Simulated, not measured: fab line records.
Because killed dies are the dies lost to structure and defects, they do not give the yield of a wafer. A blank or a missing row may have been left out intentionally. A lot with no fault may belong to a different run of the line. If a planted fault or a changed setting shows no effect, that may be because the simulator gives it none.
fab line records	flow berkeley_cmos170
[record] lots = 14	wafers = 42	last_day = 12
route steps=331 shown ACTIVE@73 PFIELD@86 M1@240 M3@326
lots that met no fault: taken from a fault-free run of the same line
start_h: hours from the record's first day to the start of the lot's first wafer shown	wait_h: hours elapsed since this lot's preceding step	" same as the row above	L1.1+2: a row that stands for several wafers	- either no value or no given start	* or withheld: withheld	< > ~ a bound
route shown NAME@n: NAME is a module with steps in the file, n the number in the route of the first one	usual: mean and standard deviation over wafers with no fault	same: alike in all rows	chamber/n: place in a boat	sites: the reading at each site	_std_site: how widely they spread, as a standard deviation	_edge_site: inner sites' mean taken away from outer sites' mean	radius_mm: for every site, how far away it sits from the centre of the wafer	mask NAME#n: copy n	behind: the last tool/chamber to shape the wafer	hold: what put the lot on hold/how long, in hours/how the hold closed	device: the transistor (n, p or np) that didn't switch	end of line: at the end of the route, the tests of the same wafers	a step given without rows: its recipe and nothing more	killed: the dies lost at the first sort to structure and to defects; this is not the yield of the wafer	map: the dies of a wafer, with x for killed, . for not killed, _ for no die there
set.NAME: the run value of the setting; set.NAME@STEP: its run value at that earlier step	model.NAME: the simulator's own value behind a step, which no gauge read
route steps across a sampled set of lots; one table per step, one row per wafer
services: a tool's chamber out of use, with start hour (start_h, from the record's first day; less than 0 if before it), hours out, and reason
[[steps]]
[step UCB170_ACTIVE_CD_MEAS_13]
[recipe] target_cd_nm = 1200
[usual] cd_nm = 1199.9/1.8
lot.wafer	tool	chamber	start_h	wait_h	cd_nm
L504.1	cd_sem-01	-	96.50	-	1198.7
L504.4	"	-	"	"	1199.7
L504.6	"	-	"	"	1199.8
L505.2	cd_sem-01	-	105.02	-	1196.8
L505.4	"	-	"	"	1197.1
L505.5	"	-	"	"	1197.1
L507.3	cd_sem-01	-	112.73	-	1198.9
L507.5	"	-	"	"	1199.7
L507.6	"	-	"	"	1198.9
L509.1	cd_sem-01	-	125.16	-	1199.3
L509.3	"	-	"	"	1201.3
L509.4	"	-	"	"	1201.3
L508.1	cd_sem-02	-	125.33	-	1197.7
L508.4	"	-	"	"	1198.7
L508.6	"	-	"	"	1197.0
L510.1	cd_sem-02	-	135.96	-	1201.1
L510.2	"	-	"	"	1200.9
L510.5	"	-	"	"	1199.9
L511.2	cd_sem-01	-	143.99	-	1196.3
L511.3	"	-	"	"	1196.1
L511.6	"	-	"	"	1196.5
L512.1	cd_sem-01	-	144.09	-	1201.5
L512.4	"	-	"	"	1203.1
L512.6	"	-	"	"	1203.6
L514.3	cd_sem-01	-	160.96	-	1200.5
L514.4	"	-	"	"	1201.3
L514.5	"	-	"	"	1201.0
L520.3	cd_sem-01	-	186.78	-	1200.5
L520.4	"	-	"	"	1201.0
L520.5	"	-	"	"	1202.4
L522.1	cd_sem-02	-	191.69	-	1200.8
L522.4	"	-	"	"	1201.0
L522.5	"	-	"	"	1199.7
L524.1	cd_sem-02	-	200.43	-	1200.9
L524.4	"	-	"	"	1201.7
L524.5	"	-	"	"	1201.1
L525.2	cd_sem-01	-	200.57	-	1200.7
L525.5	"	-	"	"	1200.4
L525.6	"	-	"	"	1201.2
L523.2	cd_sem-02	-	200.85	-	1197.9
L523.4	"	-	"	"	1198.0
L523.6	"	-	"	"	1198.1
[step UCB170_PFIELD_IMPLANT_07]
[recipe] species = B	dose_cm2 = 2e+13	energy_kev = 80	tilt_deg = 7
[usual] beam_on_s = 9.99/0.19
[same] implant_ion_amu = 11
lot.wafer	tool	chamber	start_h	wait_h	beam_on_s
L504.1	implanter-03	0	99.09	0.0	9.91
L504.4	"	0	"	"	9.87
L504.6	"	0	"	"	9.95
L505.2	implanter-04	0	106.88	0.0	10.31
L505.4	"	0	"	"	10.12
L505.5	"	0	"	"	9.82
L507.3	implanter-01	0	114.27	0.1	10.30
L507.5	"	0	"	"	10.16
L507.6	"	0	"	"	9.96
L509.1	implanter-01	0	128.14	0.0	9.99
L509.3	"	0	"	"	10.00
L509.4	"	0	"	"	9.80
L508.1	implanter-03	0	128.42	0.0	10.00
L508.4	"	0	"	"	9.67
L508.6	"	0	"	"	9.69
L510.1	implanter-04	0	140.50	0.0	10.02
L510.2	"	0	"	"	9.82
L510.5	"	0	"	"	9.82
L511.2	implanter-04	0	145.65	0.0	9.83
L511.3	"	0	"	"	10.23
L511.6	"	0	"	"	10.01
L511.2	implanter-04	0	145.97	0.3	9.95
L511.3	"	0	"	"	9.69
L511.6	"	0	"	"	10.02
L512.1	implanter-01	0	145.93	0.0	10.40
L512.4	"	0	"	"	10.09
L512.6	"	0	"	"	9.99
L514.3	implanter-03	0	163.60	0.1	9.96
L514.4	"	0	"	"	9.94
L514.5	"	0	"	"	9.85
L520.3	implanter-01	0	189.18	0.1	10.18
L520.4	"	0	"	"	10.17
L520.5	"	0	"	"	9.85
L520.3	implanter-01	0	189.50	0.3	10.39
L520.4	"	0	"	"	10.10
L520.5	"	0	"	"	9.67
L522.1	implanter-04	0	193.91	0.0	10.13
L522.4	"	0	"	"	9.85
L522.5	"	0	"	"	10.17
L524.1	implanter-04	0	202.29	0.0	10.16
L524.4	"	0	"	"	10.00
L524.5	"	0	"	"	9.80
L525.2	implanter-03	0	202.51	0.0	10.01
L525.5	"	0	"	"	10.33
L525.6	"	0	"	"	9.68
L523.2	implanter-01	0	202.78	0.0	9.86
L523.4	"	0	"	"	9.79
L523.6	"	0	"	"	9.97
[step UCB170_PFIELD_TW_MEAS_09]
[usual] PFIELD_TW = 598/5.1
lot.wafer	tool	chamber	start_h	wait_h	PFIELD_TW
L504.1	film_metro-04	-	99.34	0.1	601
L504.4	"	-	"	"	602
L504.6	"	-	"	"	602
L505.2	film_metro-02	-	107.12	0.1	601
L505.4	"	-	"	"	602
L505.5	"	-	"	"	602
L507.3	film_metro-02	-	114.49	0.1	598
L507.5	"	-	"	"	597
L507.6	"	-	"	"	599
L509.1	film_metro-02	-	128.39	0.1	599
L509.3	"	-	"	"	600
L509.4	"	-	"	"	601
L508.1	film_metro-04	-	128.82	0.1	594
L508.4	"	-	"	"	595
L508.6	"	-	"	"	594
L510.1	film_metro-04	-	140.75	0.1	593
L510.2	"	-	"	"	592
L510.5	"	-	"	"	592
L512.1	film_metro-01	-	146.18	0.1	589
L512.4	"	-	"	"	589
L512.6	"	-	"	"	590
L511.2	film_metro-02	-	146.21	0.1	749
L511.3	"	-	"	"	748
L511.6	"	-	"	"	749
L511.2	film_metro-02	-	146.43	0.2	751
L511.3	"	-	"	"	746
L511.6	"	-	"	"	745
L514.3	film_metro-02	-	163.82	0.1	600
L514.4	"	-	"	"	599
L514.5	"	-	"	"	600
L520.3	film_metro-02	-	189.72	0.1	744
L520.4	"	-	"	"	748
L520.5	"	-	"	"	742
L520.3	film_metro-02	-	189.94	0.2	745
L520.4	"	-	"	"	744
L520.5	"	-	"	"	741
L522.1	film_metro-04	-	194.16	0.1	601
L522.4	"	-	"	"	600
L522.5	"	-	"	"	599
L524.1	film_metro-04	-	202.54	0.1	595
L524.4	"	-	"	"	599
L524.5	"	-	"	"	596
L525.2	film_metro-02	-	202.74	0.1	601
L525.5	"	-	"	"	601
L525.6	"	-	"	"	600
L523.2	film_metro-01	-	203.02	0.1	595
L523.4	"	-	"	"	595
L523.6	"	-	"	"	593
[step UCB170_M1_THK_MEAS_02]
[recipe] thk_meas_gauge = xrf	reads = Al_of_M1_SPUTTER_00
[usual] M1_AL_THK = 602/7.3
lot.wafer	tool	chamber	start_h	wait_h	M1_AL_THK[nm]
L504.1	film_metro-01	-	180.13	0.1	607
L504.4	"	-	"	"	613
L504.6	"	-	"	"	605
L505.2	film_metro-01	-	193.06	0.1	597
L505.4	"	-	"	"	594
L505.5	"	-	"	"	600
L507.3	film_metro-03	-	196.39	0.1	603
L507.5	"	-	"	"	602
L507.6	"	-	"	"	601
L508.1	film_metro-03	-	206.59	0.1	605
L508.4	"	-	"	"	599
L508.6	"	-	"	"	602
L509.1	film_metro-01	-	207.21	0.1	612
L509.3	"	-	"	"	591
L509.4	"	-	"	"	611
L512.1	film_metro-01	-	217.93	0.1	606
L512.4	"	-	"	"	606
L512.6	"	-	"	"	603
L511.2	film_metro-01	-	219.14	0.1	610
L511.3	"	-	"	"	605
L511.6	"	-	"	"	602
L510.1	film_metro-03	-	219.31	0.1	608
L510.2	"	-	"	"	613
L510.5	"	-	"	"	607
L514.3	film_metro-01	-	236.99	0.1	607
L514.4	"	-	"	"	604
L514.5	"	-	"	"	599
L520.3	film_metro-02	-	262.47	0.1	601
L520.4	"	-	"	"	596
L520.5	"	-	"	"	590
L522.1	film_metro-01	-	263.84	0.1	601
L522.4	"	-	"	"	603
L522.5	"	-	"	"	593
L524.1	film_metro-01	-	279.21	0.1	601
L524.4	"	-	"	"	602
L524.5	"	-	"	"	602
L523.2	film_metro-02	-	279.57	0.1	600
L523.4	"	-	"	"	599
L523.6	"	-	"	"	595
L525.2	film_metro-01	-	280.87	0.1	607
L525.5	"	-	"	"	609
L525.6	"	-	"	"	600
[step UCB170_M3_ETCH_17]
[recipe] chemistry = N2/H2	target_depth_a = withheld	overetch_a = withheld	target = BARC	time_s = withheld	source_w = 500	bias_w = 100	pressure_mtorr = 30	n2_flow_sccm = 100	h2_flow_sccm = 200
[usual] chamber_pressure_mTorr = 30.001/0.027	drypump_motor_current_A = 5.9/0.47	oes_product_au = 1.00/0.033	throttle_valve_pct = 13.25/0.23
lot.wafer	tool	chamber	start_h	wait_h	chamber_pressure_mTorr	drypump_motor_current_A	oes_product_au	throttle_valve_pct
L504.1	rie_diel-04	2	195.87	0.0	30.021	6.4	0.99	13.31
L504.4	"	2	"	"	30.010	6.4	1.01	13.31
L504.6	"	0	"	"	29.994	5.2	1.02	12.96
L505.2	rie_diel-01	0	207.67	0.0	29.978	6.7	0.97	13.41
L505.4	"	2	"	"	30.019	5.8	0.97	13.38
L505.5	"	3	"	"	29.993	5.3	1.00	13.27
L507.3	rie_diel-02	1	210.48	0.0	29.986	6.5	0.96	12.96
L507.5	"	0	"	"	29.998	5.7	0.95	13.16
L507.6	"	3	"	"	30.028	5.3	1.02	13.21
L508.1	rie_diel-01	0	222.01	0.0	30.044	6.7	0.97	13.40
L508.4	"	2	"	"	29.977	5.8	0.97	13.39
L508.6	"	0	"	"	30.037	6.7	0.96	13.39
L509.1	rie_diel-01	3	222.74	0.0	30.037	5.3	1.01	13.25
L509.3	"	0	"	"	29.948	6.7	0.97	13.38
L509.4	"	2	"	"	29.976	5.8	0.97	13.40
L512.1	rie_diel-02	1	232.18	0.0	30.064	6.5	0.97	12.97
L512.4	"	0	"	"	30.009	5.7	0.95	13.17
L512.6	"	3	"	"	30.026	5.3	1.02	13.20
L511.2	rie_diel-04	2	235.87	0.0	30.066	6.5	1.01	13.32
L511.3	"	3	"	"	30.034	5.8	1.03	13.44
L511.6	"	3	"	"	29.998	5.8	1.02	13.47
L510.1	rie_diel-01	3	236.60	0.0	30.031	5.3	1.00	13.28
L510.2	"	2	"	"	29.990	5.8	0.96	13.38
L510.5	"	1	"	"	30.014	6.0	1.05	13.78
L514.3	rie_diel-02	2	252.62	0.0	29.965	5.9	1.04	13.27
L514.4	"	2	"	"	30.029	5.9	1.05	13.26
L514.5	"	0	"	"	29.984	5.7	0.96	13.17
L520.3	rie_diel-02	2	279.22	0.0	29.992	5.9	1.03	13.28
L520.4	"	0	"	"	30.042	5.7	0.94	13.18
L520.5	"	1	"	"	30.026	6.5	0.95	12.98
L522.1	rie_diel-01	0	279.50	0.0	30.009	6.7	0.98	13.40
L522.4	"	2	"	"	29.960	5.8	0.96	13.41
L522.5	"	0	"	"	30.051	6.7	0.97	13.40
L524.1	rie_diel-02	2	293.75	0.0	29.988	6.0	1.04	13.27
L524.4	"	3	"	"	29.985	5.4	1.01	13.21
L524.5	"	3	"	"	29.990	5.4	1.03	13.21
L523.2	rie_diel-02	3	295.96	0.0	30.018	5.4	1.02	13.22
L523.4	"	0	"	"	30.056	5.7	0.96	13.17
L523.6	"	3	"	"	29.963	5.4	1.02	13.22
L525.2	rie_diel-04	3	296.57	0.0	29.983	5.8	1.04	13.45
L525.5	"	2	"	"	29.984	6.5	1.00	13.30
L525.6	"	3	"	"	30.006	5.8	1.03	13.45
[[services]]
tool	chamber	start_h	hours	kind
rie_diel-02	3	84.49	12.0	repair
rie_diel-04	-	91.58	0.8	repair
rie_diel-04	0	119.94	7.6	repair
rie_diel-02	3	126.79	4.6	repair
implanter-04	-	134.19	3.6	repair
rie_diel-02	-	136.51	15.6	pm
rie_diel-04	0	155.59	3.3	repair
rie_diel-04	3	178.64	18.2	repair
rie_diel-01	2	183.93	-	clean
rie_diel-01	2	183.93	12.9	scheduled_down
rie_diel-01	2	183.93	12.9	vent_cycle
rie_diel-04	-	229.43	2.8	pm
rie_diel-01	3	231.00	4.5	repair
rie_diel-02	3	247.41	8.9	repair
[[key]]
[first_sign] step = UCB170_PFIELD_IMPLANT_07	reading = visit	direction = added
[effect] step = UCB170_PFIELD_TW_MEAS_09	reading = visit	direction = added
[effect] step = UCB170_PFIELD_TW_MEAS_09	reading = PFIELD_TW	direction = up	sigmas = 29	usual = 598	struck = 747
met_at UCB170_PFIELD_IMPLANT_07
struck_lots L511,L520
tester_left_out L511,L520
not_acting_at UCB170_ACTIVE_CD_MEAS_13,UCB170_M1_THK_MEAS_02,UCB170_M3_ETCH_17
[fault] kind = repeated_step_whole	tool = implanter-01,implanter-03,implanter-04	chamber = -	onset_h = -	steps = UCB170_PFIELD_IMPLANT_07	times = 1	scope = struck_lots_only
// tester_left_out: of these lots the tester's yield and bins aren't shown, on N5 and GAA mostly nor the transistor test; their killed dies are dies lost to structure and defects alone, not to doping, threshold or leakage, so they don't give the yield
